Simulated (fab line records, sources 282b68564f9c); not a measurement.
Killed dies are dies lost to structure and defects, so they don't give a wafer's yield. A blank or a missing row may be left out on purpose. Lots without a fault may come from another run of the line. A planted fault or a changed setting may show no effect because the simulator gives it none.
Which tool did it? | flow rit_cmos | 13 lots, 39 wafers sampled, at 1 step of a route of 202

WHAT THE GAUGES READ, wafer by wafer
The record holds no reading of a measuring or inspecting step that can be judged against a usual standard deviation.

WHICH TOOL RAN EACH LOT (tool, then ch and the chambers of the sampled wafers, then the start)
lot  | RIT_ACTIVE_ETCH_13
L584 | rie_diel-03 ch 2,3, day 1 19:53
L585 | rie_diel-01 ch 1,2, day 1 20:08
L586 | rie_diel-02 ch 0,2,3, day 2 02:19
L587 | rie_diel-03 ch 0,1,3, day 2 08:10
L588 | rie_diel-01 ch 1,2, day 2 13:07
L589 | rie_diel-01 ch 1,3, day 2 16:17
L592 | rie_diel-01 ch 2,3, day 3 07:46
L594 | rie_diel-01 ch 1,3, day 3 18:08
L596 | rie_diel-03 ch 1,2,3, day 4 02:50
L600 | rie_diel-01 ch 0,3, day 5 01:33
L602 | rie_diel-01 ch 0,2, day 5 11:50
L603 | rie_diel-01 ch 1,2,3, day 5 16:10
L605 | rie_diel-02 ch 1,2,3, day 6 01:53
- RIT_ACTIVE_ETCH_13: etches Si3N4 in SF6, stops on SiO2, time 210 s, target depth 210 nm.

WHAT THE TOOLS THEMSELVES READ (means of the sampled wafers that have a number; where no wafer has one, the mark that the record gives instead)
RIT_ACTIVE_ETCH_13.
lot  | tool        | drypump_motor_current_A (A) | oes_product_au (a.u.) | rf_fwd_power_W (W) | throttle_valve_pct (%)
L584 | rie_diel-03 | 5.2                         | 0.829                 | 124.4              | 7.40
L585 | rie_diel-01 | 5.3                         | 0.821                 | 124.7              | 7.45
L586 | rie_diel-02 | 5.8                         | 0.822                 | 124.4              | 7.50
L587 | rie_diel-03 | 5.3                         | 0.825                 | 124.6              | 7.45
L588 | rie_diel-01 | 5.6                         | 0.810                 | 123.8              | 7.49
L589 | rie_diel-01 | 5.8                         | 0.795                 | 124.3              | 7.53
L592 | rie_diel-01 | 5.2                         | 0.816                 | 124.1              | 7.46
L594 | rie_diel-01 | 5.8                         | 0.806                 | 124.3              | 7.52
L596 | rie_diel-03 | 5.3                         | 0.833                 | 141.3              | 7.43
L600 | rie_diel-01 | 5.4                         | 0.800                 | 123.8              | 7.51
L602 | rie_diel-01 | 4.9                         | 0.828                 | 124.9              | 7.44
L603 | rie_diel-01 | 5.5                         | 0.810                 | 124.6              | 7.49
L605 | rie_diel-02 | 5.9                         | 0.821                 | 124.9              | 7.47

THE ANSWER, worked out from the rows above alone
Rule: what is usual is taken from the lots themselves. Put in order of their means at a reading, lots are off if they are a third of the lots or fewer, leave a main group of 4 or more, and stand apart from it by a gap of 3 or more times the standard deviation of the main group's means; of several such gaps the widest counts. A main group whose means are all the same, to the digits that the tables above print for the reading, isn't used. A lot without any number at a reading at which 4 lots or more have one is off too. The other lots that the step has rows for count as sound. The gauges are gone through in route order, then the tools' own readings, and for those a lot's mean is taken as printed above. The first step at which some lot is off is used, and at that step the reading that is off furthest; a lot without a number counts as furthest.
Off: L596, at RIT_ACTIVE_ETCH_13 (rf_fwd_power_W). The main group: mean 124.4 W, standard deviation 0.35.
A tool fits if, at that step or a process step before it, it ran every lot that is off, and no sound lot after the first of them. One fits: rie_diel-03 at RIT_ACTIVE_ETCH_13. Its last sound lot is L587 (day 2 08:10), its first lot that is off L596 (day 4 02:50): a fault that began between those two fits.
The tool's own readings at RIT_ACTIVE_ETCH_13 bear it out: on the lots that are off they differ by more than 5 times the standard deviation of the sound lots' means. rf_fwd_power_W reads 141.3 W there against 124.4 W on the sound lots.

WHAT THE SIMULATOR HAD PUT IN
Process parameter drift: rie_diel-03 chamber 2, from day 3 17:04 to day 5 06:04, at RIT_ACTIVE_ETCH_13. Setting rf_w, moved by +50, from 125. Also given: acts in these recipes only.
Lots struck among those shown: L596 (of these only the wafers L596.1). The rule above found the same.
